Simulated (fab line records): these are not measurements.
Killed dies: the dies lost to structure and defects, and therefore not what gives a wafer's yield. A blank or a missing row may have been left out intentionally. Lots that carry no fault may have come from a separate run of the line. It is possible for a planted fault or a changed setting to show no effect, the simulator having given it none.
fab line records	flow berkeley-cmos170	part 1 of 2: steps 1 to 25 of 37
record lots=5	wafers=15	last-day=13
route steps=331 shown CONTACT@232 M1@238 V1@254
lots untouched by any fault: they come from a run of this same line in which no faults occurred
start-h: hours from the record's first day to the start of the lot's first wafer shown	wait-h: how many hours have passed since the lot's step before this one	" as in the row above	L1.1+2: a single row standing in for several wafers	- no value, or no start was given	* or withheld: withheld	< > ~ a bound
route shown NAME@n: a module of which the file shows steps, and the number in the route of the first	usual: mean/standard deviation of fault-free wafers	same: alike in all rows	chamber/n: place in a boat	sites: per-site readings	_std_site: standard deviation across them	_edge_site: outer sites' mean less inner sites'	radius-mm: how far each site lies from the wafer's centre	mask NAME#n: copy n	behind: tool/chamber where the wafer was last shaped	hold: why the lot was held/for how many hours/how that ended	device: the n, p or np transistor that did not switch	end of line: tests of these same wafers at the route's end	for a step that has no rows: nothing shown but its recipe	killed: dies lost to structure and defects at the first sort, not the wafer's yield	map: a wafer's dies, x killed, . not, _ none there
set.NAME: the setting as run; set.NAME@STEP: as run at that earlier step	model.NAME: the simulator's own value behind a step, which no gauge read
a table for each step, a row for each wafer; lots at some steps of the route
services: a tool's chamber out of use, with start hour (start-h, from the record's first day; less than 0 if before it), hours out, and reason
## steps
# step UCB170_CONTACT_OVL_MEAS_16
# usual CONTACT_OVL=-1/5.4
lot.wafer	tool	chamber	start-h	wait-h	CONTACT_OVL[nm]
L079.1	overlay-01	-	200.80	0.1	-5
L079.2	"	-	"	"	6
L079.5	"	-	"	"	-3
L086.2	overlay-01	-	233.46	0.1	2
L086.3	"	-	"	"	-5
L086.5	"	-	"	"	4
L090.3	overlay-02	-	251.15	0.1	6
L090.5	"	-	"	"	8
L090.6	"	-	"	"	-5
L091.1	overlay-01	-	265.95	0.1	5
L091.4	"	-	"	"	8
L091.6	"	-	"	"	1
L096.1	overlay-01	-	285.65	0.1	-4
L096.3	"	-	"	"	0
L096.4	"	-	"	"	-4
# step UCB170_CONTACT_ETCH_17
# recipe chemistry=N2/H2	target-depth-a=withheld	overetch-a=withheld	target=BARC	time-s=withheld	source-w=500	bias-w=100	pressure-mtorr=30	n2-flow-sccm=100	h2-flow-sccm=200
# usual drypump-motor-current-A=5.7/0.56	oes-product-au=0.994/0.019	throttle-valve-pct=13.34/0.18
lot.wafer	tool	chamber	start-h	wait-h	drypump-motor-current-A	oes-product-au	throttle-valve-pct
L079.1	rie-diel-04	0	200.84	0.0	5.8	1.018	13.48
L079.2	"	2	"	"	6.1	1.041	13.21
L079.5	"	3	"	"	5.9	0.981	13.21
L086.2	rie-diel-01	3	233.49	0.0	5.3	0.973	13.49
L086.3	"	1	"	"	4.7	0.976	13.01
L086.5	"	2	"	"	6.4	1.008	13.37
L090.3	rie-diel-01	0	251.17	0.0	6.3	1.011	13.29
L090.5	"	3	"	"	5.4	0.985	13.46
L090.6	"	1	"	"	4.7	0.990	12.98
L091.1	rie-diel-04	0	265.98	0.0	5.8	1.028	13.47
L091.4	"	1	"	"	5.6	0.992	13.11
L091.6	"	2	"	"	6.1	1.037	13.20
L096.1	rie-diel-01	1	285.68	0.0	4.7	0.977	13.01
L096.3	"	3	"	"	5.3	0.984	13.47
L096.4	"	1	"	"	4.7	0.982	13.01
# step UCB170_CONTACT_ETCH_18
# recipe chemistry=CHF3/CF4/Ar	target=PSG	stop-on=TiSi2	CHF3_flow_sccm=45	cf4-flow-sccm=15	Ar_flow_sccm=150	pressure-mtorr=200	rf-w=700	target-depth-a=8400	over-etch-frac=0.2	time-s=195
# usual drypump-motor-current-A=5.7/0.55	mfc-ar-sccm=150.0/0.42	oes-product-au=0.890/0.013	throttle-valve-pct=6.93/0.12
lot.wafer	tool	chamber	start-h	wait-h	drypump-motor-current-A	mfc-ar-sccm	oes-product-au	rf-hours-counter-h	throttle-valve-pct
L079.1	rie-diel-04	0	-	-	5.8	150.2	0.889	76	7.01
L079.2	"	2	"	"	6.1	149.9	0.901	54	6.87
L079.5	"	3	"	"	5.9	150.4	0.900	-	6.79
L086.2	rie-diel-01	3	-	-	5.4	149.7	0.890	13	7.02
L086.3	"	1	"	"	4.7	149.2	0.877	90	6.67
L086.5	"	2	"	"	6.5	150.3	0.911	-	6.98
L090.3	rie-diel-01	0	-	-	6.3	150.2	0.882	3	6.95
L090.5	"	3	"	"	5.3	150.1	0.876	-	7.03
L090.6	"	1	"	"	4.7	150.4	0.864	-	6.68
L091.1	rie-diel-04	0	-	-	5.8	150.0	0.891	79	6.99
L091.4	"	1	"	"	5.6	149.3	0.883	10	6.83
L091.6	"	2	"	"	6.1	150.0	0.902	-	6.87
L096.1	rie-diel-01	1	-	-	4.7	150.3	0.876	94	6.68
L096.3	"	3	"	"	5.4	150.6	0.877	16	7.02
L096.4	"	1	"	"	4.7	151.2	0.879	-	6.69
# step UCB170_CONTACT_STRIP_19
# recipe chemistry=O2	power-w=400	pressure-mtorr=3500	platen-temp-c=withheld	o2-flow-sccm=400	overash-fraction=0.5
# usual drypump-motor-current-A=5.5/0.62	oes-product-au=0.726/0.0046
lot.wafer	tool	chamber	start-h	wait-h	drypump-motor-current-A	oes-product-au	rf-hours-counter-h
L079.1	plasma-asher-03	0	201.00	-	5.1	0.719	42
L079.2	"	1	"	"	5.8	0.729	42
L079.5	"	1	"	"	5.9	0.732	-
L086.2	plasma-asher-02	1	233.66	-	4.9	0.722	47
L086.3	"	0	"	"	6.5	0.724	-
L086.5	"	0	"	"	6.5	0.721	-
L090.3	plasma-asher-01	1	251.37	-	5.0	0.728	-
L090.5	"	0	"	"	5.6	0.723	-
L090.6	"	1	"	"	5.1	0.725	-
L091.1	plasma-asher-02	1	266.15	-	4.9	0.727	51
L091.4	"	1	"	"	4.9	0.737	-
L091.6	"	0	"	"	6.5	0.719	-
L096.1	plasma-asher-02	1	285.85	-	4.9	0.716	53
L096.3	"	1	"	"	4.9	0.721	-
L096.4	"	0	"	"	6.5	0.726	-
# step UCB170_CONTACT_CD_MEAS_90
# recipe target-cd-nm=700
# usual cd-nm=699.9/1.5
lot.wafer	tool	chamber	start-h	wait-h	cd-nm
L079.1	cd-sem-01	-	201.16	0.1	700.9
L079.2	"	-	"	"	700.9
L079.5	"	-	"	"	699.0
L086.2	cd-sem-01	-	233.84	0.1	700.4
L086.3	"	-	"	"	699.2
L086.5	"	-	"	"	698.2
L090.3	cd-sem-02	-	251.48	0.1	700.4
L090.5	"	-	"	"	700.6
L090.6	"	-	"	"	699.1
L091.1	cd-sem-02	-	266.31	0.1	701.4
L091.4	"	-	"	"	701.0
L091.6	"	-	"	"	701.5
L096.1	cd-sem-01	-	285.95	0.1	699.3
L096.3	"	-	"	"	700.9
L096.4	"	-	"	"	698.5
# step UCB170_CONTACT_CLEAN_20
# recipe chemistry=SPM	temp-c=120	time-s=600
# usual temp-c=120.00/0.12
lot.wafer	tool	chamber	start-h	wait-h	temp-c
L079.1	wet-bench-02	3	201.28	0.1	120.07
L079.2	"	3	"	"	119.90
L079.5	"	3	"	"	120.05
L086.2	wet-bench-04	2	233.94	0.1	120.03
L086.3	"	2	"	"	120.06
L086.5	"	2	"	"	120.06
L090.3	wet-bench-03	0	251.56	0.1	119.81
L090.5	"	0	"	"	119.92
L090.6	"	0	"	"	119.76
L091.1	wet-bench-04	2	266.43	0.1	119.94
L091.4	"	2	"	"	120.13
L091.6	"	2	"	"	120.07
L096.1	wet-bench-04	3	286.07	0.1	119.82
L096.3	"	3	"	"	119.97
L096.4	"	3	"	"	120.04
# step UCB170_M1_SPUTTER_00
# recipe material=Al	target-thk-nm=600	time-s=83.86	power-w=6000	chamber-pressure-pa=0.5
# usual cathode-dc-power-W=6000.1/1.1	throttle-valve-pct=30.2/1.1
lot.wafer	tool	chamber	start-h	wait-h	cathode-dc-power-W	throttle-valve-pct
L079.1	pvd-sputter-01	-	201.46	0.0	6000.3	28.4
L079.2	"	-	"	"	5999.5	30.4
L079.5	"	-	"	"	6002.0	30.2
L086.2	pvd-sputter-02	-	234.11	0.0	5999.9	29.5
L086.3	"	-	"	"	5998.5	32.4
L086.5	"	-	"	"	5999.7	30.9
L090.3	pvd-sputter-01	-	251.91	0.0	5998.9	30.0
L090.5	"	-	"	"	5998.4	29.2
L090.6	"	-	"	"	5999.1	28.4
L091.1	pvd-sputter-04	-	266.60	0.0	5999.9	29.7
L091.4	"	-	"	"	5999.7	32.0
L091.6	"	-	"	"	6000.3	29.7
L096.1	pvd-sputter-01	-	286.25	0.0	6000.6	29.2
L096.3	"	-	"	"	6000.0	28.6
L096.4	"	-	"	"	5999.2	30.1
# step UCB170_M1_RS_MEAS_01
# recipe thk-meas-gauge=four-point-probe	reads=Al_of_M1_SPUTTER_00
# usual M1_AL_RS=0.0462/0.00062
lot.wafer	tool	chamber	start-h	wait-h	M1_AL_RS[ohm/sq]
L079.1	film-metro-01	-	201.52	0.0	0.0456
L079.2	"	-	"	"	0.0461
L079.5	"	-	"	"	0.0460
L086.2	film-metro-01	-	234.20	0.1	0.0449
L086.3	"	-	"	"	0.0449
L086.5	"	-	"	"	0.0452
L090.3	film-metro-01	-	252.01	0.1	0.0456
L090.5	"	-	"	"	0.0462
L090.6	"	-	"	"	0.0459
L091.1	film-metro-03	-	266.67	0.0	0.0460
L091.4	"	-	"	"	0.0464
L091.6	"	-	"	"	0.0463
L096.1	film-metro-01	-	286.31	0.0	0.0462
L096.3	"	-	"	"	0.0463
L096.4	"	-	"	"	0.0460
# step UCB170_M1_THK_MEAS_02
# recipe thk-meas-gauge=xrf	reads=Al_of_M1_SPUTTER_00
# usual M1_AL_THK=635/8.8
lot.wafer	tool	chamber	start-h	wait-h	M1_AL_THK[nm]
L079.1	film-metro-01	-	201.64	0.1	649
L079.2	"	-	"	"	635
L079.5	"	-	"	"	641
L086.2	film-metro-01	-	234.31	0.1	653
L086.3	"	-	"	"	653
L086.5	"	-	"	"	650
L090.3	film-metro-01	-	252.11	0.1	646
L090.5	"	-	"	"	635
L090.6	"	-	"	"	639
L091.1	film-metro-03	-	266.79	0.1	634
L091.4	"	-	"	"	632
L091.6	"	-	"	"	635
L096.1	film-metro-01	-	286.43	0.1	635
L096.3	"	-	"	"	632
L096.4	"	-	"	"	638
# step UCB170_M1_COAT_03
# recipe resist=BARC	temp-c=withheld	time-s=withheld	spin-rpm=3000	resist-thk-nm=withheld
# usual dispense-pressure-kPa=49/3.1	spin-speed-rpm=3000.1/2
lot.wafer	tool	chamber	start-h	wait-h	dispense-pressure-kPa	spin-speed-rpm
L079.1	litho-track-03	0	201.70	0.1	53	2999.0
L079.2	"	0	"	"	53	2997.0
L079.5	"	0	"	"	53	2998.6
L086.2	litho-track-03	0	234.38	0.1	53	3001.0
L086.3	"	0	"	"	53	3001.2
L086.5	"	0	"	"	53	3002.4
L090.3	litho-track-02	0	252.20	0.1	48	2994.2
L090.5	"	0	"	"	48	3001.9
L090.6	"	0	"	"	48	3001.1
L091.1	litho-track-01	0	266.85	0.1	45	2999.6
L091.4	"	0	"	"	45	3000.0
L091.6	"	0	"	"	45	3000.7
L096.1	litho-track-03	0	286.88	0.4	53	2999.9
L096.3	"	0	"	"	53	2997.9
L096.4	"	0	"	"	53	2997.4
# step UCB170_M1_COAT_04
# recipe resist=KrF	spin-rpm=1500	resist-thk-nm=900
# usual dispense-pressure-kPa=49/3.1	spin-speed-rpm=1499.8/0.98
lot.wafer	tool	chamber	start-h	wait-h	dispense-pressure-kPa	spin-speed-rpm
L079.1	litho-track-03	0	-	-	53	1500.6
L079.2	"	0	"	"	53	1500.8
L079.5	"	0	"	"	53	1501.6
L086.2	litho-track-03	0	-	-	53	1500.4
L086.3	"	0	"	"	53	1501.3
L086.5	"	0	"	"	53	1500.5
L090.3	litho-track-02	0	-	-	48	1500.1
L090.5	"	0	"	"	48	1500.0
L090.6	"	0	"	"	48	1499.0
L091.1	litho-track-01	0	-	-	45	1500.4
L091.4	"	0	"	"	45	1500.4
L091.6	"	0	"	"	45	1500.5
L096.1	litho-track-03	0	-	-	53	1500.4
L096.3	"	0	"	"	53	1500.5
L096.4	"	0	"	"	53	1499.8
# step UCB170_M1_SOFTBAKE_05
# recipe resist=KrF	temp-c=130	time-s=60
lot.wafer	tool	chamber	start-h	wait-h
L079.1+2+5	litho-track-03	0	-	-
L086.2+3+5	litho-track-03	0	-	-
L090.3+5+6	litho-track-02	0	-	-
L091.1+4+6	litho-track-01	0	-	-
L096.1+3+4	litho-track-03	0	-	-
# step UCB170_M1_EXPOSE_06
# recipe mask-id=METAL1	target-cd-nm=700	na=0.5	sigma-outer=0.6	source-shape=conventional	dose-mj=21
lot.wafer	tool	chamber	start-h	wait-h	mask
L079.1+2+5	krf-scanner-01	0	202.15	-	METAL1#0
L086.2+3+5	krf-scanner-01	0	234.83	-	METAL1#0
L090.3+5+6	krf-scanner-01	0	252.64	-	METAL1#0
L091.1+4+6	krf-scanner-01	0	267.42	-	METAL1#0
L096.1+3+4	krf-scanner-02	0	287.45	-	METAL1#0
# step UCB170_M1_PEB_07
# recipe peb-temp-c=130	peb-time-s=withheld	resist=KrF
lot.wafer	tool	chamber	start-h	wait-h
L079.1+2+5	litho-track-01	0	202.35	0.2
L086.2+3+5	litho-track-03	0	234.95	0.1
L090.3+5+6	litho-track-03	0	252.77	0.1
L091.1+4+6	litho-track-01	0	268.02	0.6
L096.1+3+4	litho-track-02	0	287.60	0.1
# step UCB170_M1_DEVELOP_08
# recipe developer=TMAH	develop-time-s=45	resist=KrF	dev-temp-c=21
lot.wafer	tool	chamber	start-h	wait-h
L079.1+2+5	litho-track-01	0	-	-
L086.2+3+5	litho-track-03	0	-	-
L090.3+5+6	litho-track-03	0	-	-
L091.1+4+6	litho-track-01	0	-	-
L096.1+3+4	litho-track-02	0	-	-
# step UCB170_M1_CD_MEAS_09
# recipe target-cd-nm=700
# usual cd-nm=699.7/1.3
lot.wafer	tool	chamber	start-h	wait-h	cd-nm
L079.1	cd-sem-01	-	202.62	-	700.1
L079.2	"	-	"	"	700.4
L079.5	"	-	"	"	701.0
L086.2	cd-sem-01	-	235.22	-	700.4
L086.3	"	-	"	"	700.3
L086.5	"	-	"	"	701.0
L090.3	cd-sem-02	-	253.03	-	699.4
L090.5	"	-	"	"	699.7
L090.6	"	-	"	"	699.2
L091.1	cd-sem-02	-	268.30	-	698.7
L091.4	"	-	"	"	698.2
L091.6	"	-	"	"	697.5
L096.1	cd-sem-01	-	287.88	-	702.1
L096.3	"	-	"	"	701.4
L096.4	"	-	"	"	700.5
# step UCB170_M1_OVL_MEAS_10
# usual M1_OVL=3/6.8
lot.wafer	tool	chamber	start-h	wait-h	M1_OVL[nm]
L079.1	overlay-02	-	202.74	0.1	-5
L079.2	"	-	"	"	0
L079.5	"	-	"	"	-6
L086.2	overlay-01	-	235.32	0.1	7
L086.3	"	-	"	"	-5
L086.5	"	-	"	"	7
L090.3	overlay-02	-	253.12	0.1	12
L090.5	"	-	"	"	17
L090.6	"	-	"	"	4
L091.1	overlay-01	-	268.42	0.1	3
L091.4	"	-	"	"	9
L091.6	"	-	"	"	6
L096.1	overlay-01	-	288.00	0.1	1
L096.3	"	-	"	"	0
L096.4	"	-	"	"	-1
# step UCB170_M1_ETCH_11
# recipe chemistry=N2/H2	target-depth-a=withheld	overetch-a=withheld	target=BARC	time-s=withheld	source-w=500	bias-w=100	pressure-mtorr=30	n2-flow-sccm=100	h2-flow-sccm=200
# usual drypump-motor-current-A=5.8/0.36	oes-product-au=1.004/0.022	throttle-valve-pct=13.40/0.17
lot.wafer	tool	chamber	start-h	wait-h	drypump-motor-current-A	oes-product-au	throttle-valve-pct
L079.1	rie-diel-02	1	202.78	0.0	6.2	0.984	13.62
L079.2	"	0	"	"	5.0	0.984	13.33
L079.5	"	3	"	"	6.1	1.010	13.47
L086.2	rie-diel-03	1	235.35	0.0	5.8	1.032	13.51
L086.3	"	2	"	"	5.5	1.002	13.63
L086.5	"	0	"	"	5.8	0.979	13.60
L090.3	rie-diel-03	0	253.15	0.0	5.8	0.986	13.59
L090.5	"	1	"	"	5.8	1.015	13.49
L090.6	"	2	"	"	5.5	1.005	13.62
L091.1	rie-diel-02	1	268.45	0.0	6.2	0.982	13.62
L091.4	"	0	"	"	5.1	0.970	13.34
L091.6	"	3	"	"	6.2	1.002	13.46
L096.1	rie-diel-03	0	288.03	0.0	5.7	0.980	13.60
L096.3	"	3	"	"	6.6	1.016	13.40
L096.4	"	2	"	"	5.5	1.017	13.64
# step UCB170_M1_METAL_ETCH_12
# recipe chemistry=Cl2/BCl3	target=Al	stop-on=PSG	pressure-mtorr=12	target-depth-a=7800	over-etch-frac=0.3	time-s=125.9	icp-w=600	bias-w=120	Cl2_flow_sccm=90	bcl3-flow-sccm=45
# usual drypump-motor-current-A=5.64/0.24	oes-product-au=0.903/0.014	throttle-valve-pct=24.25/0.27
lot.wafer	tool	chamber	start-h	wait-h	drypump-motor-current-A	oes-product-au	rf-hours-counter-h	throttle-valve-pct
L079.1	rie-metal-03	0	202.82	-	5.62	0.892	12	24.40
L079.2	"	1	"	"	5.52	0.920	8	23.85
L079.5	"	0	"	"	5.63	0.884	-	24.41
L086.2	rie-metal-03	1	235.44	-	5.47	0.927	-	23.84
L086.3	"	1	"	"	5.46	0.937	-	23.84
L086.5	"	1	"	"	5.45	0.931	-	23.86
L090.3	rie-metal-04	1	253.23	-	5.62	0.906	-	24.05
L090.5	"	1	"	"	5.62	0.893	-	24.05
L090.6	"	0	"	"	5.85	0.909	-	24.63
L091.1	rie-metal-03	0	268.49	-	5.62	0.902	0	24.36
L091.4	"	0	"	"	5.63	0.888	-	24.39
L091.6	"	1	"	"	5.49	0.915	-	23.86
L096.1	rie-metal-04	0	288.07	-	5.85	0.917	2	24.65
L096.3	"	1	"	"	5.58	0.894	-	24.07
L096.4	"	0	"	"	5.87	0.912	-	24.65
# step UCB170_M1_STRIP_13
# recipe chemistry=O2	power-w=400	pressure-mtorr=3500	platen-temp-c=withheld	o2-flow-sccm=400	overash-fraction=0.5
# usual drypump-motor-current-A=5.41/0.25	oes-product-au=0.720/0.0048
lot.wafer	tool	chamber	start-h	wait-h	drypump-motor-current-A	oes-product-au	rf-hours-counter-h
L079.1	plasma-asher-04	0	202.95	0.1	5.47	0.730	8
L079.2	"	1	"	"	5.42	0.725	8
L079.5	"	1	"	"	5.40	0.717	-
L086.2	plasma-asher-03	1	235.66	0.2	5.84	0.716	46
L086.3	"	0	"	"	5.10	0.715	-
L086.5	"	1	"	"	5.85	0.720	-
L090.3	plasma-asher-03	0	253.36	0.1	5.14	0.721	-
L090.5	"	1	"	"	5.84	0.714	-
L090.6	"	0	"	"	5.15	0.717	-
L091.1	plasma-asher-04	1	268.63	0.1	5.42	0.718	13
L091.4	"	1	"	"	5.38	0.725	-
L091.6	"	1	"	"	5.40	0.718	-
L096.1	plasma-asher-04	1	288.21	0.1	5.38	0.718	15
L096.3	"	0	"	"	5.46	0.723	-
L096.4	"	1	"	"	5.40	0.714	-
# step UCB170_M1_CD_MEAS_90
# recipe target-cd-nm=700
# usual cd-nm=702.3/2.6
lot.wafer	tool	chamber	start-h	wait-h	cd-nm
L079.1	cd-sem-01	-	203.05	0.1	704.4
L079.2	"	-	"	"	704.0
L079.5	"	-	"	"	705.0
L086.2	cd-sem-02	-	235.78	0.1	702.6
L086.3	"	-	"	"	704.0
L086.5	"	-	"	"	703.0
L090.3	cd-sem-02	-	253.46	0.1	701.1
L090.5	"	-	"	"	703.4
L090.6	"	-	"	"	702.5
L091.1	cd-sem-02	-	268.73	0.1	701.5
L091.4	"	-	"	"	699.9
L091.6	"	-	"	"	702.3
L096.1	cd-sem-02	-	288.31	0.1	706.9
L096.3	"	-	"	"	702.5
L096.4	"	-	"	"	707.3
# step UCB170_M1_ANNEAL_14
# recipe temp-c=400	time-s=1200	ambient=forming-gas
lot.wafer	tool	chamber	start-h	wait-h
L079.1+2+5	furnace-03	0	204.25	1.2
L086.2+3+5	furnace-03	0	236.29	0.5
L090.3+5+6	furnace-03	0	253.54	0.1
L091.1+4+6	furnace-03	0	268.85	0.1
L096.1+3+4	furnace-03	0	288.43	0.1
# step UCB170_V1_CVD_00
# recipe material=SiO2	target-thk-nm=2000	temp-c=390	precursor=TEOS/O2	time-s=250	rf-w=550	pressure-mtorr=9000
# usual heater-power-w=230/63
lot.wafer	tool	chamber	start-h	wait-h	heater-power-w
L079.1	pecvd-03	1	205.58	0.0	219
L079.2	"	0	"	"	245
L079.5	"	1	"	"	155
L086.2	pecvd-01	0	237.63	0.0	170
L086.3	"	2	"	"	327
L086.5	"	1	"	"	322
L090.3	pecvd-01	1	254.95	0.1	237
L090.5	"	1	"	"	323
L090.6	"	2	"	"	353
L091.1	pecvd-03	0	270.18	0.0	233
L091.4	"	1	"	"	156
L091.6	"	0	"	"	181
L096.1	pecvd-01	0	289.76	0.0	194
L096.3	"	1	"	"	252
L096.4	"	2	"	"	270
# step UCB170_V1_THK_MEAS_01
# recipe reads=SiO2_of_V1_CVD_00
# usual V1_TEOS_THK=2002/23
lot.wafer	tool	chamber	start-h	wait-h	V1_TEOS_THK[nm]
L079.1	film-metro-04	-	205.73	0.1	1992
L079.2	"	-	"	"	1992
L079.5	"	-	"	"	2043
L086.2	film-metro-04	-	237.79	0.1	2001
L086.3	"	-	"	"	1991
L086.5	"	-	"	"	2032
L090.3	film-metro-04	-	255.13	0.1	2025
L090.5	"	-	"	"	2013
L090.6	"	-	"	"	1976
L091.1	film-metro-02	-	270.34	0.1	1995
L091.4	"	-	"	"	2030
L091.6	"	-	"	"	2032
L096.1	film-metro-02	-	289.92	0.1	1997
L096.3	"	-	"	"	1983
L096.4	"	-	"	"	1982
# step UCB170_V1_CMP_02
# recipe material=SiO2	down-force-psi=6	platen-rpm=60	pad-velocity-m-s=0.75398
# usual edge-zone-pressure-frac=1.000/0.005	motor-current-A=15.9/1.6	platen-rpm=60.00/0.042
lot.wafer	tool	chamber	start-h	wait-h	edge-zone-pressure-frac	motor-current-A	platen-rpm
L079.2	cmp-02	3	205.79	0.0	0.999	18.9	59.99
L079.1	"	1	"	"	1.006	15.4	60.11
L079.5	"	0	"	"	1.003	16.0	59.95
L086.3	cmp-02	2	237.94	0.1	1.001	16.0	60.00
L086.2	"	3	"	"	1.001	17.5	59.96
L086.5	"	0	"	"	1.001	15.8	60.02
L090.3	cmp-02	3	255.32	0.2	0.997	18.4	59.98
L090.6	"	0	"	"	1.002	15.1	59.98
L090.5	"	1	"	"	1.002	15.7	60.09
L091.1	cmp-01	1	270.45	0.1	0.996	13.0	59.98
L091.4	"	3	"	"	0.997	16.6	59.99
L091.6	"	1	"	"	0.996	13.7	59.90
L096.1	cmp-01	1	290.03	0.1	1.001	12.9	60.04
L096.4	"	2	"	"	0.991	14.5	60.02
L096.3	"	3	"	"	1.001	16.6	60.01
